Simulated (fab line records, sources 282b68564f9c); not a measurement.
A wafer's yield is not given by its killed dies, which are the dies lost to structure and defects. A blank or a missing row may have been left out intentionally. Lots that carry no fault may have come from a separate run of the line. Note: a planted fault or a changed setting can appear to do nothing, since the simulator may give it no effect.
fab line records	flow rit_cmos
record: lots: 5	wafers: 23
route steps=202 shown ACTIVE@7 NWELL@29 PWELL@48 WELLDRIVE@50 PRETRO@72 GATE@87 REOX@101
start_h: the number of hours between the record's first day and the start of the first shown wafer of the lot	wait_h: hours from the lot's prior step to this one	" identical to the entry in the row above	L1.1+2: a row that stands for several wafers	- either no value or no given start	* or withheld: withheld	< > ~ a bound
route shown NAME@n: a module of which the file shows steps, and the number in the route of the first	usual: mean/standard deviation taken from wafers without a fault	same: alike in all rows	chamber/n: place in a boat	sites: readings site by site	_std_site: how widely they spread, as a standard deviation	_edge_site: mean of outer sites minus mean of inner sites	radius_mm: for every site, how far away it sits from the centre of the wafer	mask NAME#n: copy n	behind: the most recent tool/chamber to have shaped the wafer	hold: what put the lot on hold/how long, in hours/how the hold closed	device: names the non-switching transistor (n, p or np)	end of line: tests of these same wafers at the route's end	for a step that has no rows: nothing shown but its recipe	killed: count of dies lost to structure and defects at first sort (not the wafer's yield)	map: dies across one wafer; x = killed, . = not, _ = none there
set.NAME: setting as actually run; set.NAME@STEP: the setting as run at that earlier step	model.NAME: the simulator's own value behind a step, which no gauge read
one table per step and one row per wafer, for lots whose settings were changed on purpose
== steps ==
step: RIT_ACTIVE_COAT_06
recipe: resist: NOVOLAK	spin_rpm: 3250	resist_thk_nm: 1000
lot.wafer	tool	chamber	start_h	wait_h	set.resist_thk_nm	model.NOVOLAK_of_ACTIVE_COAT_06.thk_nm
L074.1	litho_track-03	0	14.80	0.1	1000	996.9
L074.2	"	0	"	"	1000	996.1
L074.3	"	0	"	"	1000	999.6
L074.5	"	0	"	"	1000	997.8
L074.6	"	0	"	"	1000	998.3
L076.1	litho_track-01	0	23.74	0.1	1000	998
L076.2	"	0	"	"	1000	997.2
L076.5	"	0	"	"	1000	999.7
L078.1	litho_track-03	0	34.85	0.1	1000	993.4
L078.3	"	0	"	"	1000	997.5
L078.4	"	0	"	"	957.9	953.8
L078.5	"	0	"	"	1000	999.2
L078.6	"	0	"	"	957.9	955.1
L080.1	litho_track-02	0	43.78	0.1	1046	1044
L080.3	"	0	"	"	1000	994.3
L080.4	"	0	"	"	1046	1041
L080.5	"	0	"	"	1046	1040
L080.6	"	0	"	"	1000	997.4
L082.1	litho_track-01	0	54.57	0.1	976.5	979
L082.2	"	0	"	"	976.5	977.5
L082.4	"	0	"	"	976.5	981.1
L082.5	"	0	"	"	1000	1001
L082.6	"	0	"	"	1000	1002
step: RIT_ACTIVE_SOFTBAKE_07
recipe: resist: NOVOLAK	temp_c: 90	time_s: 60
step: RIT_ACTIVE_EXPOSE_08
recipe: mask_id: M1	na: 0.6	source_shape: conventional	sigma_outer: 0.6	target_cd_nm: 1400	dose_mj: 230.2
step: RIT_ACTIVE_DEVELOP_10
recipe: resist: NOVOLAK	develop_time_s: 50	dev_temp_c: 23
step: RIT_ACTIVE_HARDBAKE_12
recipe: resist: NOVOLAK	temp_c: 140	time_s: 60
lot.wafer	tool	chamber	start_h	wait_h	set.resist_thk_nm@ACTIVE_COAT_06	model.NOVOLAK_of_ACTIVE_COAT_06.thk_nm
L074.1	litho_track-03	0	15.62	0.1	1000	881
L074.2	"	0	"	"	1000	880.4
L074.3	"	0	"	"	1000	883.5
L074.5	"	0	"	"	1000	881.9
L074.6	"	0	"	"	1000	882.2
L076.1	litho_track-03	0	24.56	0.1	1000	882.1
L076.2	"	0	"	"	1000	881.3
L076.5	"	0	"	"	1000	883.5
L078.1	litho_track-02	0	35.67	0.1	1000	877.9
L078.3	"	0	"	"	1000	881.5
L078.4	"	0	"	"	957.9	843.4
L078.5	"	0	"	"	1000	883.1
L078.6	"	0	"	"	957.9	844.5
L080.1	litho_track-01	0	44.73	0.1	1046	922.7
L080.3	"	0	"	"	1000	878.8
L080.4	"	0	"	"	1046	919.6
L080.5	"	0	"	"	1046	918.6
L080.6	"	0	"	"	1000	881.5
L082.1	litho_track-02	0	55.51	0.1	976.5	865.3
L082.2	"	0	"	"	976.5	864
L082.4	"	0	"	"	976.5	867.3
L082.5	"	0	"	"	1000	885
L082.6	"	0	"	"	1000	885.9
step: RIT_NWELL_COAT_01
recipe: resist: NOVOLAK	spin_rpm: 2000	resist_thk_nm: 1300
lot.wafer	tool	chamber	start_h	wait_h	set.resist_thk_nm	model.NOVOLAK_of_NWELL_COAT_01.thk_nm
L074.1	litho_track-03	0	22.01	0.1	1277	1275
L074.2	"	0	"	"	1277	1270
L074.3	"	0	"	"	1300	1295
L074.5	"	0	"	"	1277	1274
L074.6	"	0	"	"	1300	1292
L076.1	litho_track-02	0	30.60	0.1	1300	1296
L076.2	"	0	"	"	1300	1298
L076.5	"	0	"	"	1300	1299
L078.1+4	litho_track-03	0	40.70	0.1	1300	1302
L078.3	"	0	"	"	1378	1379
L078.5	"	0	"	"	1378	1381
L078.6	"	0	"	"	1300	1303
L080.1	litho_track-04	0	51.07	0.1	1300	1302
L080.3	"	0	"	"	1300	1299
L080.4	"	0	"	"	1240	1242
L080.5	"	0	"	"	1240	1241
L080.6	"	0	"	"	1240	1238
L082.1	litho_track-04	0	62.36	0.1	1345	1341
L082.2	"	0	"	"	1345	1349
L082.4	"	0	"	"	1300	1303
L082.5	"	0	"	"	1300	1307
L082.6	"	0	"	"	1300	1304
step: RIT_NWELL_SOFTBAKE_02
recipe: resist: NOVOLAK	temp_c: 90	time_s: 60
step: RIT_NWELL_EXPOSE_03
recipe: mask_id: M2	na: 0.57	target_cd_nm: 43900	dose_mj: 250
step: RIT_NWELL_DEVELOP_05
recipe: resist: NOVOLAK	develop_time_s: 68	dev_temp_c: 23.74
step: RIT_NWELL_HARDBAKE_07
recipe: resist: NOVOLAK	temp_c: 141.1	time_s: 120
lot.wafer	tool	chamber	start_h	wait_h	set.resist_thk_nm@NWELL_COAT_01	model.NOVOLAK_of_NWELL_COAT_01.thk_nm
L074.1	litho_track-04	0	22.93	0.0	1277	1114
L074.2	"	0	"	"	1277	1109
L074.3	"	0	"	"	1300	1131
L074.5	"	0	"	"	1277	1113
L074.6	"	0	"	"	1300	1128
L076.1	litho_track-02	0	31.36	0.0	1300	1132
L076.2+5	"	0	"	"	1300	1134
L078.1+4	litho_track-04	0	41.64	0.0	1300	1137
L078.3	"	0	"	"	1378	1203
L078.5	"	0	"	"	1378	1205
L078.6	"	0	"	"	1300	1138
L080.1	litho_track-04	0	51.96	0.0	1300	1137
L080.3	"	0	"	"	1300	1134
L080.4	"	0	"	"	1240	1085
L080.5	"	0	"	"	1240	1084
L080.6	"	0	"	"	1240	1082
L082.1	litho_track-03	0	63.13	0.0	1345	1170
L082.2	"	0	"	"	1345	1178
L082.4	"	0	"	"	1300	1138
L082.5	"	0	"	"	1300	1141
L082.6	"	0	"	"	1300	1139
step: RIT_NWELL_IMPLANT_08
recipe: species: P	energy_kev: 170	dose_cm2: 5e+13	tilt_deg: 7
lot.wafer	tool	chamber	start_h	wait_h	set.dose_cm2
L074.1+3+5	implanter-01	0	23.18	0.2	5e+13
L074.2+6	"	0	"	"	4.749e+13
L076.1+2+5	implanter-03	0	31.61	0.2	5e+13
L078.1+5	implanter-01	0	41.89	0.2	5e+13
L078.3+4+6	"	0	"	"	4.906e+13
L080.1+6	implanter-01	0	52.21	0.2	5e+13
L080.3+4+5	"	0	"	"	4.68e+13
L082.1+2+4+5+6	implanter-03	0	63.38	0.2	5e+13
step: RIT_NWELL_STRIP_09
recipe: chemistry: O2	time_s: 180	resist: NOVOLAK	platen_temp_c: withheld	power_w: 500	pressure_mtorr: 4000	o2_flow_sccm: 4000
step: RIT_NWELL_TW_MEAS_10
usual: NWELL_TW: 2140/13
lot.wafer	tool	chamber	start_h	wait_h	set.dose_cm2@NWELL_IMPLANT_08	NWELL_TW
L074.1	film_metro-03	-	23.50	0.1	5e+13	2163
L074.2	"	-	"	"	4.749e+13	2121
L074.3	"	-	"	"	5e+13	2163
L074.5	"	-	"	"	5e+13	2153
L074.6	"	-	"	"	4.749e+13	2123
L076.1	film_metro-01	-	31.94	0.1	5e+13	2136
L076.2	"	-	"	"	5e+13	2131
L076.5	"	-	"	"	5e+13	2139
L078.1	film_metro-04	-	42.22	0.1	5e+13	2125
L078.3	"	-	"	"	4.906e+13	2115
L078.4	"	-	"	"	4.906e+13	2115
L078.5	"	-	"	"	5e+13	2121
L078.6	"	-	"	"	4.906e+13	2115
L080.1	film_metro-03	-	52.54	0.1	5e+13	2142
L080.3	"	-	"	"	4.68e+13	2106
L080.4	"	-	"	"	4.68e+13	2098
L080.5	"	-	"	"	4.68e+13	2096
L080.6	"	-	"	"	5e+13	2142
L082.1	film_metro-03	-	63.70	0.1	5e+13	2133
L082.2	"	-	"	"	5e+13	2128
L082.4	"	-	"	"	5e+13	2138
L082.5	"	-	"	"	5e+13	2145
L082.6	"	-	"	"	5e+13	2149
step: RIT_PWELL_STRIP_09
recipe: chemistry: O2	time_s: 180	resist: NOVOLAK	platen_temp_c: withheld	power_w: 500	pressure_mtorr: 4000	o2_flow_sccm: 4000
lot.wafer	tool	chamber	start_h	wait_h	set.o2_flow_sccm
L074.1+2+3+5+6	plasma_asher-02	0,1,0,0,1	25.00	0.1	4000
L076.1+2+5	plasma_asher-04	1,0,0	33.31	0.1	4000
L078.1+4	plasma_asher-01	1,0	43.82	0.1	4432
L078.3+5+6	"	1,0,1	"	"	4000
L080.1+3+4+5+6	plasma_asher-01	0,1,0,1,0	53.91	0.1	4000
L082.1+2+4+5+6	plasma_asher-02	1,0,1,1,0	65.20	0.1	4000
step: RIT_WELLDRIVE_ANNEAL_00
recipe: temp_c: 1100	time_s: 14700	ambient: N2
step: RIT_WELLDRIVE_RS_MEAS_01
recipe: thk_meas_gauge: four-point-probe
usual: NWELL_RS: 275.9/0.76
lot.wafer	tool	chamber	start_h	wait_h	set.dose_cm2@NWELL_IMPLANT_08	NWELL_RS[ohm/sq]
L074.1	film_metro-01	-	30.32	0.0	5e+13	275.0
L074.2	"	-	"	"	4.749e+13	283.8
L074.3	"	-	"	"	5e+13	275.6
L074.5	"	-	"	"	5e+13	274.4
L074.6	"	-	"	"	4.749e+13	283.7
L076.1	film_metro-01	-	40.18	0.0	5e+13	275.5
L076.2	"	-	"	"	5e+13	276.2
L076.5	"	-	"	"	5e+13	275.8
L078.1	film_metro-04	-	49.14	0.0	5e+13	275.8
L078.3	"	-	"	"	4.906e+13	278.6
L078.4	"	-	"	"	4.906e+13	278.9
L078.5	"	-	"	"	5e+13	275.7
L078.6	"	-	"	"	4.906e+13	278.9
L080.1	film_metro-04	-	59.33	0.0	5e+13	275.8
L080.3	"	-	"	"	4.68e+13	286.5
L080.4	"	-	"	"	4.68e+13	286.7
L080.5	"	-	"	"	4.68e+13	286.0
L080.6	"	-	"	"	5e+13	275.1
L082.1	film_metro-01	-	71.65	0.0	5e+13	276.9
L082.2	"	-	"	"	5e+13	275.7
L082.4	"	-	"	"	5e+13	276.2
L082.5	"	-	"	"	5e+13	276.1
L082.6	"	-	"	"	5e+13	276.9
step: RIT_PRETRO_IMPLANT_08
recipe: species: B	energy_kev: 45	dose_cm2: 1.2e+13	tilt_deg: 7
lot.wafer	tool	chamber	start_h	wait_h	set.energy_kev	model.implant.rp_nm	model.implant.drp_nm
L074.1+2	implanter-02	0	33.43	0.2	46.96	153.7	56.47
L074.3+5+6	"	0	"	"	45	147.6	55.07
L076.1+2+5	implanter-02	0	43.42	0.2	45	140.1	55.07
L078.1+3+4+5+6	implanter-04	0	52.29	0.2	45	146	55.07
L080.1+3+6	implanter-04	0	62.62	0.2	45	143.5	55.07
L080.4+5	"	0	"	"	42.49	135.9	53.21
L082.1+5	implanter-02	0	74.83	0.2	47.7	152.4	56.99
L082.2+4+6	"	0	"	"	45	144.2	55.07
step: RIT_GATE_COAT_11
recipe: resist: NOVOLAK	spin_rpm: 4250	resist_thk_nm: 850
lot.wafer	tool	chamber	start_h	wait_h	set.resist_thk_nm	model.NOVOLAK_of_GATE_COAT_11.thk_nm
L074.1	litho_track-04	0	39.22	0.1	850	847.4
L074.2	"	0	"	"	850	849.6
L074.3	"	0	"	"	850	850.1
L074.5	"	0	"	"	850	851.3
L074.6	"	0	"	"	850	848.4
L076.1	litho_track-04	0	49.08	0.1	850	848.4
L076.2	"	0	"	"	850	849.6
L076.5	"	0	"	"	850	851.3
L078.1	litho_track-03	0	56.79	0.1	850	848.7
L078.3	"	0	"	"	850	848.6
L078.4	"	0	"	"	875.4	873.3
L078.5	"	0	"	"	875.4	874.7
L078.6	"	0	"	"	850	852.8
L080.1	litho_track-04	0	70.19	0.1	850	851.3
L080.3	"	0	"	"	850	848
L080.4	"	0	"	"	827.6	826.5
L080.5	"	0	"	"	827.6	827.9
L080.6	"	0	"	"	827.6	829
L082.1	litho_track-02	0	81.03	0.1	819.4	819.4
L082.2	"	0	"	"	819.4	818.2
L082.4	"	0	"	"	850	852.2
L082.5	"	0	"	"	850	850.9
L082.6	"	0	"	"	819.4	821.7
step: RIT_GATE_EXPOSE_13
recipe: mask_id: M6	na: 0.6	source_shape: conventional	sigma_outer: 0.6	target_cd_nm: 150	dose_mj: 380
lot.wafer	tool	chamber	start_h	wait_h	mask	set.dose_mj
L074.1+5	iline_stepper-01	0	39.86	0.5	M6#0	380
L074.2+3+6	"	0	"	"	M6#0	368.5
L076.1+2+5	iline_stepper-02	0	49.50	0.2	M6#0	380
L078.1+4+5	iline_stepper-02	0	57.21	0.2	M6#0	380
L078.3+6	"	0	"	"	M6#0	400.4
L080.1+3+4+5+6	iline_stepper-01	0	70.49	0.1	M6#0	380
L082.1+4	iline_stepper-02	0	81.33	0.1	M6#0	380
L082.2+5+6	"	0	"	"	M6#0	397.5
step: RIT_GATE_PEB_14
recipe: resist: NOVOLAK	temp_c: withheld	time_s: withheld
step: RIT_GATE_DEVELOP_15
recipe: resist: NOVOLAK	develop_time_s: 50	dev_temp_c: 21.8
lot.wafer	tool	chamber	start_h	wait_h	set.dose_mj@GATE_EXPOSE_13	model.GATE.cd_nm
L074.1	litho_track-03	0	-	-	380	144.9
L074.2	"	0	"	"	368.5	161.4
L074.3	"	0	"	"	368.5	161.3
L074.5	"	0	"	"	380	145.2
L074.6	"	0	"	"	368.5	164.3
L076.1	litho_track-04	0	-	-	380	150.2
L076.2	"	0	"	"	380	150.1
L076.5	"	0	"	"	380	149.8
L078.1	litho_track-03	0	-	-	380	155.5
L078.3	"	0	"	"	400.4	125.6
L078.4	"	0	"	"	380	159.1
L078.5	"	0	"	"	380	158.7
L078.6	"	0	"	"	400.4	127.3
L080.1	litho_track-02	0	-	-	380	149.3
L080.3	"	0	"	"	380	145
L080.4	"	0	"	"	380	144.2
L080.5+6	"	0	"	"	380	144.3
L082.1	litho_track-03	0	-	-	380	140.3
L082.2	"	0	"	"	397.5	120.1
L082.4	"	0	"	"	380	147.3
L082.5	"	0	"	"	397.5	124.3
L082.6	"	0	"	"	397.5	119.7
step: RIT_GATE_CD_MEAS_16
recipe: target_cd_nm: 150
usual: cd_nm: 148.8/2.9
lot.wafer	tool	chamber	start_h	wait_h	set.dose_mj@GATE_EXPOSE_13	cd_nm
L074.1	cd_sem-01	-	40.26	-	380	144.6
L074.2	"	-	"	"	368.5	161.8
L074.3	"	-	"	"	368.5	161.3
L074.5	"	-	"	"	380	145.3
L074.6	"	-	"	"	368.5	164.0
L076.1	cd_sem-02	-	50.02	-	380	150.1
L076.2	"	-	"	"	380	150.5
L076.5	"	-	"	"	380	149.6
L078.1	cd_sem-01	-	57.65	-	380	155.7
L078.3	"	-	"	"	400.4	125.9
L078.4	"	-	"	"	380	159.1
L078.5	"	-	"	"	380	158.7
L078.6	"	-	"	"	400.4	127.4
L080.1	cd_sem-02	-	71.03	-	380	149.3
L080.3	"	-	"	"	380	144.9
L080.4	"	-	"	"	380	144.3
L080.5	"	-	"	"	380	144.1
L080.6	"	-	"	"	380	144.1
L082.1	cd_sem-02	-	81.73	-	380	140.0
L082.2	"	-	"	"	397.5	120.5
L082.4	"	-	"	"	380	147.2
L082.5	"	-	"	"	397.5	124.4
L082.6	"	-	"	"	397.5	119.7
step: RIT_GATE_HARDBAKE_18
recipe: resist: NOVOLAK	temp_c: 140	time_s: 60
lot.wafer	tool	chamber	start_h	wait_h	set.resist_thk_nm@GATE_COAT_11	model.NOVOLAK_of_GATE_COAT_11.thk_nm
L074.1	litho_track-02	0	40.42	0.0	850	750.3
L074.2	"	0	"	"	850	752.2
L074.3	"	0	"	"	850	752.5
L074.5	"	0	"	"	850	753.6
L074.6	"	0	"	"	850	751
L076.1	litho_track-02	0	50.18	0.0	850	751.1
L076.2	"	0	"	"	850	752.1
L076.5	"	0	"	"	850	753.6
L078.1	litho_track-02	0	57.81	0.0	850	751.3
L078.3	"	0	"	"	850	751.2
L078.4	"	0	"	"	875.4	772.9
L078.5	"	0	"	"	875.4	774.1
L078.6	"	0	"	"	850	755
L080.1	litho_track-02	0	71.31	0.2	850	753.6
L080.3	"	0	"	"	850	750.7
L080.4	"	0	"	"	827.6	731.9
L080.5	"	0	"	"	827.6	733.1
L080.6	"	0	"	"	827.6	734
L082.1	litho_track-02	0	81.89	0.0	819.4	725.6
L082.2	"	0	"	"	819.4	724.6
L082.4	"	0	"	"	850	754.4
L082.5	"	0	"	"	850	753.3
L082.6	"	0	"	"	819.4	727.6
step: RIT_GATE_ETCH_19
recipe: chemistry: SF6/CHF3/O2	time_s: 165	SF6_flow_sccm: 30	CHF3_flow_sccm: 30	O2_flow_sccm: 5	target: poly-Si	pressure_mtorr: 40	rf_w: 160	target_depth_a: 3125	over_etch_frac: 0.25	stop_on: SiO2
lot.wafer	tool	chamber	start_h	wait_h	set.resist_thk_nm@GATE_COAT_11	model.NOVOLAK_of_GATE_COAT_11.thk_nm
L074.1	rie_si-02	1	40.57	0.1	850	663.4
L074.2	"	0	"	"	850	666.6
L074.3	"	3	"	"	850	670.5
L074.5	"	1	"	"	850	666.5
L074.6	"	2	"	"	850	667.5
L076.1	rie_si-02	3	50.33	0.1	850	668.6
L076.2	"	1	"	"	850	665
L076.5	"	2	"	"	850	669.1
L078.1	rie_si-02	0	57.96	0.1	850	666.3
L078.3	"	1	"	"	850	665.7
L078.4	"	3	"	"	875.4	691.6
L078.5	"	2	"	"	875.4	690.3
L078.6	"	3	"	"	850	673.6
L080.1	rie_si-02	1	71.46	0.1	850	666.9
L080.3	"	0	"	"	850	665.7
L080.4	"	2	"	"	827.6	648
L080.5+6	"	3,2	"	"	827.6	650.1
L082.1	rie_si-02	3	82.04	0.1	819.4	641.9
L082.2	"	0	"	"	819.4	639.4
L082.4	"	1	"	"	850	667.8
L082.5	"	2	"	"	850	670.1
L082.6	"	3	"	"	819.4	644.2
step: RIT_GATE_STRIP_20
recipe: chemistry: O2	time_s: 180	resist: NOVOLAK	platen_temp_c: withheld	power_w: 500	pressure_mtorr: 4000	o2_flow_sccm: 4000
step: RIT_GATE_CD_MEAS_90
recipe: target_cd_nm: 150
usual: cd_nm: 148.7/2.9
lot.wafer	tool	chamber	start_h	wait_h	set.dose_mj@GATE_EXPOSE_13	cd_nm
L074.1	cd_sem-01	-	40.85	0.1	380	145.1
L074.2	"	-	"	"	368.5	161.5
L074.3	"	-	"	"	368.5	161.7
L074.5	"	-	"	"	380	145.3
L074.6	"	-	"	"	368.5	163.8
L076.1	cd_sem-02	-	50.61	0.1	380	150.5
L076.2	"	-	"	"	380	150.3
L076.5	"	-	"	"	380	149.5
L078.1	cd_sem-02	-	58.24	0.1	380	155.6
L078.3	"	-	"	"	400.4	126.0
L078.4	"	-	"	"	380	159.3
L078.5	"	-	"	"	380	158.7
L078.6	"	-	"	"	400.4	127.0
L080.1	cd_sem-02	-	71.74	0.1	380	149.2
L080.3	"	-	"	"	380	145.0
L080.4	"	-	"	"	380	144.0
L080.5	"	-	"	"	380	144.1
L080.6	"	-	"	"	380	144.1
L082.1	cd_sem-02	-	82.32	0.1	380	140.2
L082.2	"	-	"	"	397.5	120.2
L082.4	"	-	"	"	380	147.5
L082.5	"	-	"	"	397.5	123.4
L082.6	"	-	"	"	397.5	119.8
step: RIT_REOX_OXIDATION_03
recipe: temp_c: 900	ambient: O2	target_thk_a: 252	ox_time_s: 5580
lot.wafer	tool	chamber	start_h	wait_h	set.ox_time_s	model.SiO2_of_REOX_OXIDATION_03.thk_nm
L074.1	-	-	-	0.0	6252	27.55
L074.2	"	-	"	"	6252	27.34
L074.3	"	-	"	"	6252	27.4
L074.5	"	-	"	"	6252	27.69
L074.6	"	-	"	"	6252	27.47
L076.1	furnace-02	0	52.05	0.9	5580	25.41
L076.2	"	0	"	"	5580	25.24
L076.5	"	0	"	"	5580	25.07
L078.1	-	-	-	0.2	5037	23.36
L078.3	"	-	"	"	5037	22.95
L078.4	"	-	"	"	5037	23.2
L078.5	"	-	"	"	5037	22.92
L078.6	"	-	"	"	5037	22.72
L080.1	-	-	-	0.3	5824	26.24
L080.3	"	-	"	"	5824	26.02
L080.4	"	-	"	"	5824	26.32
L080.5	"	-	"	"	5824	26.57
L080.6	"	-	"	"	5824	25.9
L082.1	-	-	-	0.0	6004	25.56
L082.2	"	-	"	"	6004	25.74
L082.4	"	-	"	"	6004	25.63
L082.5	"	-	"	"	6004	25.47
L082.6	"	-	"	"	6004	25.8
step: RIT_REOX_THK_MEAS_04
recipe: reads: SiO2_of_REOX_OXIDATION_03
usual: REOX_OXIDE_THK: 24.9/0.66
lot.wafer	tool	chamber	start_h	wait_h	set.ox_time_s@REOX_OXIDATION_03	REOX_OXIDE_THK[nm]
L074.1	film_metro-03	-	-	-	6252	27.6
L074.2	"	-	"	"	6252	27.4
L074.3	"	-	"	"	6252	27.4
L074.5	"	-	"	"	6252	27.7
L074.6	"	-	"	"	6252	27.5
L076.1	film_metro-04	-	54.60	0.0	5580	25.4
L076.2	"	-	"	"	5580	25.3
L076.5	"	-	"	"	5580	25.1
L078.1	film_metro-01	-	-	-	5037	23.4
L078.3	"	-	"	"	5037	22.9
L078.4	"	-	"	"	5037	23.3
L078.5	"	-	"	"	5037	22.9
L078.6	"	-	"	"	5037	22.8
L080.1	film_metro-04	-	-	-	5824	26.3
L080.3	"	-	"	"	5824	26.0
L080.4	"	-	"	"	5824	26.3
L080.5	"	-	"	"	5824	26.6
L080.6	"	-	"	"	5824	25.9
L082.1	film_metro-03	-	-	-	6004	25.5
L082.2	"	-	"	"	6004	25.8
L082.4	"	-	"	"	6004	25.6
L082.5	"	-	"	"	6004	25.5
L082.6	"	-	"	"	6004	25.8
== key ==
split: step: RIT_ACTIVE_COAT_06	setting: resist_thk_nm	stated: 1000	by: wafer
response: step: RIT_ACTIVE_COAT_06	reading: model.NOVOLAK_of_ACTIVE_COAT_06.thk_nm	change: +9.95	per: 1%	r: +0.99
response: step: RIT_ACTIVE_HARDBAKE_12	reading: model.NOVOLAK_of_ACTIVE_COAT_06.thk_nm	change: +8.71	per: 1%	r: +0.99
split: step: RIT_NWELL_COAT_01	setting: resist_thk_nm	stated: 1300	by: wafer
response: step: RIT_NWELL_COAT_01	reading: model.NOVOLAK_of_NWELL_COAT_01.thk_nm	change: +12.7	per: 1%	r: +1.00
response: step: RIT_NWELL_HARDBAKE_07	reading: model.NOVOLAK_of_NWELL_COAT_01.thk_nm	change: +10.9	per: 1%	r: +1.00
split: step: RIT_NWELL_IMPLANT_08	setting: dose_cm2	stated: 5e+13	by: wafer
response: step: RIT_NWELL_TW_MEAS_10	reading: NWELL_TW	change: +6.72	per: 1%	r: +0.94
response: step: RIT_WELLDRIVE_RS_MEAS_01	reading: NWELL_RS	change: -1.72	per: 1%	r: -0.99
split: step: RIT_PWELL_STRIP_09	setting: o2_flow_sccm	stated: 4000	by: wafer
response none clear
split: step: RIT_PRETRO_IMPLANT_08	setting: energy_kev	stated: 45	by: wafer
response: step: RIT_PRETRO_IMPLANT_08	reading: model.implant.rp_nm	change: +1.37	per: 1%	r: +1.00
response: step: RIT_PRETRO_IMPLANT_08	reading: model.implant.drp_nm	change: +0.325	per: 1%	r: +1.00
split: step: RIT_GATE_COAT_11	setting: resist_thk_nm	stated: 850	by: wafer
response: step: RIT_GATE_COAT_11	reading: model.NOVOLAK_of_GATE_COAT_11.thk_nm	change: +8.45	per: 1%	r: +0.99
response: step: RIT_GATE_HARDBAKE_18	reading: model.NOVOLAK_of_GATE_COAT_11.thk_nm	change: +7.41	per: 1%	r: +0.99
response: step: RIT_GATE_ETCH_19	reading: model.NOVOLAK_of_GATE_COAT_11.thk_nm	change: +7.26	per: 1%	r: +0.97
split: step: RIT_GATE_EXPOSE_13	setting: dose_mj	stated: 380	by: wafer
response: step: RIT_GATE_DEVELOP_15	reading: model.GATE.cd_nm	change: -5.47	per: 1%	r: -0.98
response: step: RIT_GATE_CD_MEAS_16	reading: cd_nm	change: -5.43	per: 1%	r: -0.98
response: step: RIT_GATE_CD_MEAS_90	reading: cd_nm	change: -5.49	per: 1%	r: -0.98
split: step: RIT_REOX_OXIDATION_03	setting: ox_time_s	stated: 5580	by: lot
response: step: RIT_REOX_OXIDATION_03	reading: model.SiO2_of_REOX_OXIDATION_03.thk_nm	change: +0.189	per: 1%	r: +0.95
response: step: RIT_REOX_THK_MEAS_04	reading: REOX_OXIDE_THK	change: +0.188	per: 1%	r: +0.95
